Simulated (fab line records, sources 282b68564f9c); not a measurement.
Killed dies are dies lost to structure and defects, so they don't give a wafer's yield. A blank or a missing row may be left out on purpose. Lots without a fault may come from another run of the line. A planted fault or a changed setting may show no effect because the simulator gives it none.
fab line records | flow rit_cmos
record lots=14 wafers=42 last_day=7
route steps=202 shown M1@188
lots that met no fault: from a run of the same line without faults
start_h: hours from the record's first day to the start of the lot's first wafer shown | wait_h: hours since the lot's step before | " the same as in the row above | L1.1+2: a row that stands for several wafers | - no value, or no start given | * or withheld: withheld | < > ~ a bound
route shown NAME@n: a module of which the file shows steps, and the number in the route of the first | usual: mean/standard deviation of fault-free wafers | same: alike in all rows | chamber/n: place in a boat | sites: the reading at each site | _std_site: their standard deviation | _edge_site: outer sites' mean less inner sites' | radius_mm: how far each site lies from the wafer's centre | mask NAME#n: copy n | behind: the tool/chamber that last shaped the wafer | hold: why the lot was held/for how many hours/how that ended | device: the transistor (n, p or np) that didn't switch | end of line: the same wafers' tests at the end of the route | a step without rows: its recipe alone | killed: dies lost to structure and defects at the first sort, not the wafer's yield | map: a wafer's dies, x killed, . not, _ none there
set.NAME: the setting as run; set.NAME@STEP: as run at that earlier step | model.NAME: the simulator's own value behind a step, which no gauge read
steps of the route over a sample of lots; a table a step, a row a wafer
services: from which hour (start_h, from the record's first day; less than 0 if before it) a tool's chamber was out of use, for how many hours, and why
## steps
# step RIT_M1_COAT_04
# recipe resist=NOVOLAK spin_rpm=2000 resist_thk_nm=1300
# usual exhaust_pa=45.1/0.83 spin_speed_rpm=1999.8/1.3
# columns lot.wafer tool chamber start_h wait_h exhaust_pa spin_speed_rpm
L949.1 litho_track-04 0 57.44 0.1 45.3 2002.1
L949.3 " 0 " " 45.7 1998.8
L949.5 " 0 " " 45.0 1998.4
L950.1 litho_track-03 0 59.49 0.1 45.8 1999.2
L950.2 " 0 " " 45.6 2000.0
L950.4 " 0 " " 46.0 1998.1
L951.2 litho_track-04 0 68.66 0.1 45.8 2000.3
L951.3 " 0 " " 45.7 2000.3
L951.5 " 0 " " 46.1 1998.8
L952.1 litho_track-01 0 70.04 0.1 45.9 1999.2
L952.4 " 0 " " 45.7 1996.1
L952.6 " 0 " " 46.4 1997.9
L953.1 litho_track-04 0 74.03 0.1 45.3 2001.2
L953.2 " 0 " " 46.2 2000.3
L953.6 " 0 " " 45.2 1998.0
L954.1 litho_track-04 0 82.22 0.1 44.1 2095.7
L954.2 " 0 " " 45.2 2094.7
L954.5 " 0 " " 43.7 2095.2
L958.3 litho_track-03 0 98.99 0.1 44.8 1998.4
L958.4 " 0 " " 45.0 2000.6
L958.6 " 0 " " 45.1 2001.8
L961.2 litho_track-04 0 116.54 0.1 45.6 2096.5
L961.5 " 0 " " 43.8 2095.7
L961.6 " 0 " " 44.6 2096.9
L963.3 litho_track-03 0 125.82 0.1 44.6 2000.8
L963.4 " 0 " " 42.4 2001.7
L963.6 " 0 " " 45.4 2002.1
L964.1 litho_track-03 0 129.14 0.1 43.5 2000.5
L964.2 " 0 " " 46.0 2001.2
L964.6 " 0 " " 45.6 2000.6
L965.2 litho_track-01 0 133.17 0.1 45.1 1998.4
L965.3 " 0 " " 45.7 1999.0
L965.5 " 0 " " 45.8 1998.2
L967.1 litho_track-03 0 149.15 0.1 45.0 1999.6
L967.2 " 0 " " 46.1 1999.6
L967.3 " 0 " " 45.4 1999.5
L969.2 litho_track-03 0 152.91 0.1 44.5 1998.4
L969.3 " 0 " " 44.1 1996.7
L969.5 " 0 " " 45.4 1998.3
L972.2 litho_track-01 0 169.63 0.1 46.5 1998.9
L972.4 " 0 " " 45.2 2000.0
L972.6 " 0 " " 45.8 1997.6
# step RIT_M1_PROBE_99
# usual defect_limited_yield=97.3/1.2 killed_at_contacts=0.1/0.31 killed_at_front_end=7/3.2 killed_dies=7/3.2 killed_open=3.6/2.1 killed_short=3.5/2.1 sort_bin_3_pad_short=0.1/0.21 sort_bin_5_function=1.6/0.88 sort_bin_6_memory=1.0/0.66 sort_n_pass=257/3.2 sort_yield_pct=97.3/1.2
# same gross_dies=264 killed_at_M0_to_M3=0 killed_at_M4_up=0 killed_at_back_side=0 killed_at_other=0
# columns lot.wafer tool chamber start_h wait_h defect_limited_yield[%] killed_at_contacts killed_at_front_end killed_dies killed_open killed_short sort_bin_3_pad_short[%] sort_bin_5_function[%] sort_bin_6_memory[%] sort_n_pass sort_yield_pct[%]
L949.1 prober-01 - 60.95 0.1 97.7 0 6 6 3 3 0.4 0.8 1.1 258 97.7
L949.3 prober-01 - 61.05 0.2 99.2 0 2 2 0 2 0.4 0 0.4 262 99.2
L949.5 prober-01 - 61.15 0.2 98.1 0 5 5 3 2 0 1.9 0 259 98.1
L950.1 prober-02 - 63.67 0.1 99.6 0 1 1 0 1 0 0 0.4 263 99.6
L950.2 prober-02 - 63.72 0.1 97.7 0 6 6 2 4 0 1.5 0.8 258 97.7
L950.4 prober-02 - 63.82 0.2 98.5 0 4 4 3 1 0 1.5 0 260 98.5
L952.1 prober-02 - 73.67 0.1 99.2 0 2 2 2 0 0 0.8 0 262 99.2
L952.4 prober-02 - 73.82 0.2 97.3 1 6 7 2 5 0.8 1.9 0 257 97.3
L952.6 prober-02 - 73.92 0.2 98.1 0 5 5 1 4 0.4 1.1 0.4 259 98.1
L951.2 prober-01 - 73.72 0.1 94.7 0 14 14 3 9 0.4 3.4 1.5 250 94.7
L951.3 prober-01 - 73.77 0.2 95.5 0 12 12 8 4 0 2.7 1.9 252 95.5
L951.5 prober-01 - 73.87 0.2 95.8 0 11 11 6 4 0 2.3 1.9 253 95.8
L953.1 prober-02 - 77.95 0.1 95.8 0 11 11 7 4 0.4 2.3 1.5 253 95.8
L953.2 prober-02 - 78.00 0.1 98.1 0 5 5 2 3 0 1.5 0.4 259 98.1
L953.6 prober-02 - 78.20 0.2 97.7 0 6 6 2 4 0 1.5 0.8 258 97.7
L954.1 prober-01 - 85.74 0.1 97.7 0 6 6 3 3 0 1.9 0.4 258 97.7
L954.2 prober-01 - 85.79 0.1 97.3 0 7 7 4 3 0.8 1.1 0.8 257 97.3
L954.5 prober-01 - 85.94 0.2 98.1 0 5 5 3 2 0 0.8 1.1 259 98.1
L958.3 prober-01 - 103.14 0.2 98.1 0 5 5 2 3 0 1.9 0 259 98.1
L958.4 prober-01 - 103.19 0.2 96.2 0 10 10 8 2 0 2.3 1.5 254 96.2
L958.6 prober-01 - 103.29 0.2 97.3 0 7 7 4 3 0.4 2.3 0 257 97.3
L961.2 prober-02 - 120.14 0.1 96.2 0 10 10 5 5 0 1.5 2.3 254 96.2
L961.5 prober-02 - 120.29 0.2 98.1 0 5 5 3 2 0 0 1.9 259 98.1
L961.6 prober-02 - 120.34 0.2 97.7 0 6 6 3 3 0 1.1 1.1 258 97.7
L963.3 prober-02 - 129.80 0.2 97.7 0 6 6 4 2 0 1.5 0.8 258 97.7
L963.4 prober-02 - 129.85 0.2 95.1 0 13 13 6 7 0 3.0 1.9 251 95.1
L963.6 prober-02 - 129.95 0.2 98.1 0 5 5 4 1 0 1.1 0.8 259 98.1
L964.1 prober-01 - 132.82 0.1 98.9 0 3 3 1 2 0 0.8 0.4 261 98.9
L964.2 prober-01 - 132.87 0.1 97.0 0 8 8 4 4 0 1.9 1.1 256 97.0
L964.6 prober-01 - 133.07 0.2 97.3 0 7 7 5 2 0.4 1.5 0.8 257 97.3
L965.2 prober-02 - 137.96 0.1 97.3 0 7 7 3 4 0 1.1 1.5 257 97.3
L965.3 prober-02 - 138.01 0.2 98.5 0 4 4 2 2 0.4 0.8 0.4 260 98.5
L965.5 prober-02 - 138.11 0.2 98.9 0 3 3 2 1 0 0.8 0.4 261 98.9
L967.1 prober-02 - 153.58 0.1 98.1 0 5 5 1 4 0 0.8 1.1 259 98.1
L967.2 prober-02 - 153.63 0.1 97.0 0 8 8 3 5 0 1.9 1.1 256 97.0
L967.3 prober-02 - 153.68 0.2 96.6 0 9 9 4 5 0.4 2.3 0.8 255 96.6
L969.2 prober-02 - 156.44 0.1 99.2 0 2 2 0 2 0 0.4 0.4 262 99.2
L969.3 prober-02 - 156.49 0.2 97.7 0 6 6 2 4 0 0.8 1.5 258 97.7
L969.5 prober-02 - 156.59 0.2 96.2 0 10 10 1 9 0 1.5 2.3 254 96.2
L972.2 prober-01 - 173.05 0.1 96.6 1 8 9 6 3 0.4 1.5 1.5 255 96.6
L972.4 prober-01 - 173.15 0.2 95.5 0 12 12 8 4 0.4 2.7 1.5 252 95.5
L972.6 prober-01 - 173.25 0.2 96.2 0 10 10 4 5 0.4 2.7 0.8 254 96.2
# killed by level:class
L949.1 SILICIDE:geometric_particle:open=2 FOX2:geometric_particle:short=1 GATE:geometric_particle:short=1 SPACER:geometric_particle:open=1 SPACER:geometric_particle:short=1
L949.3 FOX1:geometric_particle:short=2
L949.5 SPACER:geometric_particle:short=2 GATE:geometric_particle:open=1 REOX:geometric_particle:open=1 SILICIDE:geometric_particle:open=1
L950.1 SILICIDE:geometric_particle:short=1
L950.2 GATE:geometric_particle:short=3 FOX1:geometric_particle:short=1 FOX2:geometric_particle:open=1 SILICIDE:geometric_particle:open=1
L950.4 FOX2:geometric_particle:open=1 GATE:geometric_particle:open=1 GATE:geometric_particle:short=1 REOX:geometric_particle:open=1
L952.1 GATE:geometric_particle:open=1 SPACER:geometric_particle:open=1
L951.2 GATE:geometric_particle:short=3 FOX1:geometric_particle:short=2 FOX2:geometric_particle:open=2 FOX2:geometric_particle:short=2 REOX:geometric_particle:short=2 PLDD:coat_microbubble_printed=2 GATE:geometric_particle:open=1
L951.3 GATE:geometric_particle:open=6 GATE:geometric_particle:short=2 FOX1:geometric_particle:open=1 FOX2:geometric_particle:open=1 SPACER:geometric_particle:short=1 SILICIDE:geometric_particle:short=1
L952.4 FOX1:geometric_particle:open=1 FOX1:geometric_particle:short=1 GATE:geometric_particle:short=1 REOX:geometric_particle:open=1 SPACER:geometric_particle:short=1 SILICIDE:geometric_particle:short=1 CONTACT:geometric_particle:short=1
L951.5 GATE:geometric_particle:open=4 REOX:geometric_particle:short=2 SILICIDE:geometric_particle:open=2 FOX1:geometric_particle:short=1 FOX2:geometric_particle:short=1 PLDD:coat_microbubble_printed=1
L952.6 GATE:geometric_particle:short=2 FOX1:geometric_particle:open=1 SILICIDE:geometric_particle:short=1 SPACER:geometric_particle:short=1
L953.1 SPACER:geometric_particle:open=4 REOX:geometric_particle:open=2 SPACER:geometric_particle:short=2 SILICIDE:geometric_particle:short=2 GATE:geometric_particle:open=1
L953.2 SILICIDE:geometric_particle:short=2 FOX1:geometric_particle:open=1 GATE:geometric_particle:short=1 SPACER:geometric_particle:open=1
L953.6 REOX:geometric_particle:open=2 SILICIDE:geometric_particle:short=2 REOX:geometric_particle:short=1 SPACER:geometric_particle:short=1
L954.1 GATE:geometric_particle:open=2 REOX:geometric_particle:short=1 SPACER:geometric_particle:short=1 SILICIDE:geometric_particle:open=1 SILICIDE:geometric_particle:short=1
L954.2 GATE:geometric_particle:open=2 SPACER:geometric_particle:open=2 GATE:geometric_particle:short=1 REOX:geometric_particle:short=1 SPACER:geometric_particle:short=1
L954.5 FOX1:geometric_particle:open=1 FOX2:geometric_particle:open=1 GATE:geometric_particle:open=1 GATE:geometric_particle:short=1 SPACER:geometric_particle:short=1
L958.3 GATE:geometric_particle:short=2 FOX1:geometric_particle:open=1 REOX:geometric_particle:open=1 REOX:geometric_particle:short=1
L958.4 GATE:geometric_particle:open=6 REOX:geometric_particle:short=2 FOX2:geometric_particle:open=1 REOX:geometric_particle:open=1
L958.6 REOX:geometric_particle:open=3 GATE:geometric_particle:short=1 GATE:geometric_particle:open=1 REOX:geometric_particle:short=1 SILICIDE:geometric_particle:short=1
L961.2 GATE:geometric_particle:short=2 ACTIVE:geometric_particle:short=1 FOX1:geometric_particle:open=1 FOX2:geometric_particle:open=1 GATE:geometric_particle:open=1 REOX:geometric_particle:open=1 SPACER:geometric_particle:open=1 SPACER:geometric_particle:short=1
L961.5 FOX1:geometric_particle:short=1 FOX1:geometric_particle:open=1 REOX:geometric_particle:open=1 SPACER:geometric_particle:open=1 SILICIDE:geometric_particle:short=1
L961.6 SILICIDE:geometric_particle:short=2 GATE:geometric_particle:short=1 GATE:geometric_particle:open=1 REOX:geometric_particle:open=1 SILICIDE:geometric_particle:open=1
L963.3 GATE:geometric_particle:open=3 FOX1:geometric_particle:open=1 REOX:geometric_particle:short=1 SILICIDE:geometric_particle:short=1
L963.4 SILICIDE:geometric_particle:open=5 GATE:geometric_particle:short=4 SPACER:geometric_particle:short=2 GATE:geometric_particle:open=1 SILICIDE:geometric_particle:short=1
L963.6 SILICIDE:geometric_particle:open=3 FOX2:geometric_particle:short=1 REOX:geometric_particle:open=1
L964.1 GATE:geometric_particle:short=2 FOX1:geometric_particle:open=1
L964.2 GATE:geometric_particle:open=3 FOX1:geometric_particle:open=1 FOX1:geometric_particle:short=1 FOX2:geometric_particle:short=1 GATE:geometric_particle:short=1 SPACER:geometric_particle:short=1
L964.6 GATE:geometric_particle:open=4 GATE:geometric_particle:short=1 SILICIDE:geometric_particle:open=1 SILICIDE:geometric_particle:short=1
L965.2 GATE:geometric_particle:short=3 GATE:geometric_particle:open=2 REOX:geometric_particle:short=1 REOX:geometric_particle:open=1
L965.3 GATE:geometric_particle:short=2 GATE:geometric_particle:open=1 SPACER:geometric_particle:open=1
L965.5 FOX1:geometric_particle:open=1 GATE:geometric_particle:short=1 SPACER:geometric_particle:open=1
L967.1 FOX1:geometric_particle:short=1 FOX2:geometric_particle:short=1 REOX:geometric_particle:open=1 REOX:geometric_particle:short=1 SPACER:geometric_particle:short=1
L967.2 GATE:geometric_particle:short=2 GATE:geometric_particle:open=2 REOX:geometric_particle:short=2 REOX:geometric_particle:open=1 SPACER:geometric_particle:short=1
L967.3 GATE:geometric_particle:short=2 REOX:geometric_particle:open=2 FOX1:geometric_particle:open=1 REOX:geometric_particle:short=1 FOX2:geometric_particle:short=1 GATE:geometric_particle:open=1 SILICIDE:geometric_particle:short=1
L969.2 SPACER:geometric_particle:short=2
L969.3 GATE:geometric_particle:short=3 FOX2:geometric_particle:open=1 SPACER:geometric_particle:open=1 SILICIDE:geometric_particle:short=1
L969.5 REOX:geometric_particle:short=3 SPACER:geometric_particle:short=2 FOX1:geometric_particle:short=1 FOX2:geometric_particle:short=1 GATE:geometric_particle:open=1 GATE:geometric_particle:short=1 SILICIDE:geometric_particle:short=1
L972.2 GATE:geometric_particle:open=3 FOX2:geometric_particle:short=1 GATE:geometric_particle:short=1 REOX:geometric_particle:open=1 SPACER:geometric_particle:open=1 SILICIDE:geometric_particle:open=1 CONTACT:geometric_particle:short=1
L972.4 GATE:geometric_particle:open=4 FOX2:geometric_particle:open=3 ACTIVE:geometric_particle:short=1 GATE:geometric_particle:short=1 REOX:geometric_particle:short=1 SPACER:geometric_particle:short=1 SPACER:geometric_particle:open=1
L972.6 GATE:geometric_particle:short=3 SILICIDE:geometric_particle:open=2 GATE:geometric_particle:open=1 REOX:geometric_particle:short=1 SPACER:geometric_particle:open=1 SILICIDE:geometric_particle:short=1 PSD:coat_microbubble_printed=1
## services
# columns tool chamber start_h hours kind
litho_track-04 - 163.50 - consumable_replace:filter
## key
first_sign step=RIT_M1_COAT_04 reading=spin_speed_rpm direction=up sigmas=75 usual=1999.8 struck=2095.8
effect none on later readings
met_at RIT_M1_COAT_04
struck_lots L954,L961
onset_between 74.03 82.22
fault kind=process_parameter_drift tool=litho_track-04 chamber=- onset_h=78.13 steps=RIT_M1_COAT_04 channel=spin_rpm offset=96.009 shape=step end_h=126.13 acts_in=these_recipes_only stated=2000
